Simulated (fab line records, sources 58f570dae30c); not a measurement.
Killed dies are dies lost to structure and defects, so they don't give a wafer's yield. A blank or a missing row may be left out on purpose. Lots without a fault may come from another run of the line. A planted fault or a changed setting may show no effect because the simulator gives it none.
Which tool did it? | flow berkeley_cmos170 | 15 lots, 45 wafers sampled, at 2 steps of a route of 331

WHAT THE GAUGES READ, wafer by wafer
The record holds no reading of a measuring or inspecting step that can be judged against a usual standard deviation.

WHICH TOOL RAN EACH LOT (tool, then ch and the chambers of the sampled wafers, then the start)
lot  | UCB170_PSD_COAT_01                | UCB170_PSD_STRIP_09
L188 | litho_track-01 ch 0, day 7 12:03  | plasma_asher-04 ch 0,1, day 7 13:17
L187 | litho_track-01 ch 0, day 7 13:55  | plasma_asher-03 ch 0,1, day 7 15:15
L190 | litho_track-01 ch 0, day 8 13:07  | plasma_asher-04 ch 0,1, day 8 15:05
L189 | litho_track-03 ch 0, day 8 13:14  | plasma_asher-03 ch 0,1, day 8 15:13
L192 | litho_track-01 ch 0, day 9 00:40  | plasma_asher-02 ch 0,1, day 9 02:25
L191 | litho_track-02 ch 0, day 9 00:47  | plasma_asher-04 ch 0,1, day 9 02:29
L193 | litho_track-01 ch 0, day 9 02:31  | plasma_asher-02 ch 0,1, day 9 03:29
L197 | litho_track-02 ch 0, day 10 01:02 | plasma_asher-03 ch 0,1, day 10 02:42
L198 | litho_track-03 ch 0, day 10 01:34 | plasma_asher-03 ch 0,1, day 10 03:16
L200 | litho_track-02 ch 0, day 10 09:24 | plasma_asher-02 ch 0,1, day 10 10:31
L201 | litho_track-02 ch 0, day 11 01:50 | plasma_asher-04 ch 0,1, day 11 03:26
L203 | litho_track-03 ch 0, day 11 02:03 | plasma_asher-04 ch 0,1, day 11 03:45
L205 | litho_track-03 ch 0, day 11 14:03 | plasma_asher-02 ch 0,1, day 11 15:10
L204 | litho_track-02 ch 0, day 11 14:07 | plasma_asher-04 ch 0,1, day 11 15:32
L206 | litho_track-01 ch 0, day 12 00:44 | plasma_asher-03 ch 0,1, day 12 02:25
- UCB170_PSD_COAT_01: resist thk 900 nm.
- UCB170_PSD_STRIP_09: strips in O2.

WHAT THE TOOLS THEMSELVES READ (means of the sampled wafers that have a number; where no wafer has one, the mark that the record gives instead)
UCB170_PSD_COAT_01. Usual: dispense_pressure_kPa 54.6 kPa, standard deviation 2.9.
lot  | tool           | dispense_pressure_kPa (kPa) | flag
L188 | litho_track-01 | 58.2                        |
L187 | litho_track-01 | 58.2                        |
L190 | litho_track-01 | 58.3                        |
L189 | litho_track-03 | 53.0                        |
L192 | litho_track-01 | 58.3                        |
L191 | litho_track-02 | 51.8                        |
L193 | litho_track-01 | 58.3                        |
L197 | litho_track-02 | 51.7                        |
L198 | litho_track-03 | 53.0                        |
L200 | litho_track-02 | 51.8                        |
L201 | litho_track-02 | 51.8                        |
L203 | litho_track-03 | 52.9                        |
L205 | litho_track-03 | 53.0                        |
L204 | litho_track-02 | 51.8                        |
L206 | litho_track-01 | 58.3                        |

UCB170_PSD_STRIP_09. Usual: drypump_motor_current_A 5.9 A, standard deviation 0.58; oes_product_au 0.600 a.u., standard deviation 0.0049; strip_time_to_endpoint_s 29.40 s, standard deviation 0.071.
lot  | tool            | drypump_motor_current_A (A) | oes_product_au (a.u.) | strip_time_to_endpoint_s (s) | flag
L188 | plasma_asher-04 | 6.2                         | 0.594                 | 29.33                        |
L187 | plasma_asher-03 | 5.4                         | 0.599                 | 29.39                        |
L190 | plasma_asher-04 | 6.3                         | 0.595                 | 27.99                        | OFF
L189 | plasma_asher-03 | 5.3                         | 0.600                 | 29.44                        |
L192 | plasma_asher-02 | 5.6                         | 0.591                 | 27.92                        | OFF
L191 | plasma_asher-04 | 6.4                         | 0.594                 | 29.45                        |
L193 | plasma_asher-02 | 5.3                         | 0.595                 | 28.11                        | OFF
L197 | plasma_asher-03 | 5.7                         | 0.605                 | 29.38                        |
L198 | plasma_asher-03 | 5.4                         | 0.601                 | 29.33                        |
L200 | plasma_asher-02 | 5.6                         | 0.599                 | 29.35                        |
L201 | plasma_asher-04 | 6.5                         | 0.598                 | 29.48                        |
L203 | plasma_asher-04 | 6.2                         | 0.598                 | 29.36                        |
L205 | plasma_asher-02 | 5.3                         | 0.601                 | 29.43                        |
L204 | plasma_asher-04 | 6.5                         | 0.598                 | 29.46                        |
L206 | plasma_asher-03 | 5.4                         | 0.601                 | 29.32                        |

THE ANSWER, worked out from the rows above alone
Rule: a lot is off if the mean of its wafers that have a number lies more than 3 standard deviations from the usual mean. A lot without any number at a reading at which 4 lots or more have one is off too. The other lots that the step has rows for count as sound. The gauges are gone through in route order, then the tools' own readings, and for those a lot's mean is taken as printed above. The first step at which some lot is off is used, and at that step the reading that is off furthest; a lot without a number counts as furthest.
Off: L190, L192, L193, at UCB170_PSD_STRIP_09 (strip_time_to_endpoint_s).
A tool fits if, at that step or a process step before it, it ran every lot that is off, and no sound lot after the first of them. None of those tried fits.

WHAT THE SIMULATOR HAD PUT IN
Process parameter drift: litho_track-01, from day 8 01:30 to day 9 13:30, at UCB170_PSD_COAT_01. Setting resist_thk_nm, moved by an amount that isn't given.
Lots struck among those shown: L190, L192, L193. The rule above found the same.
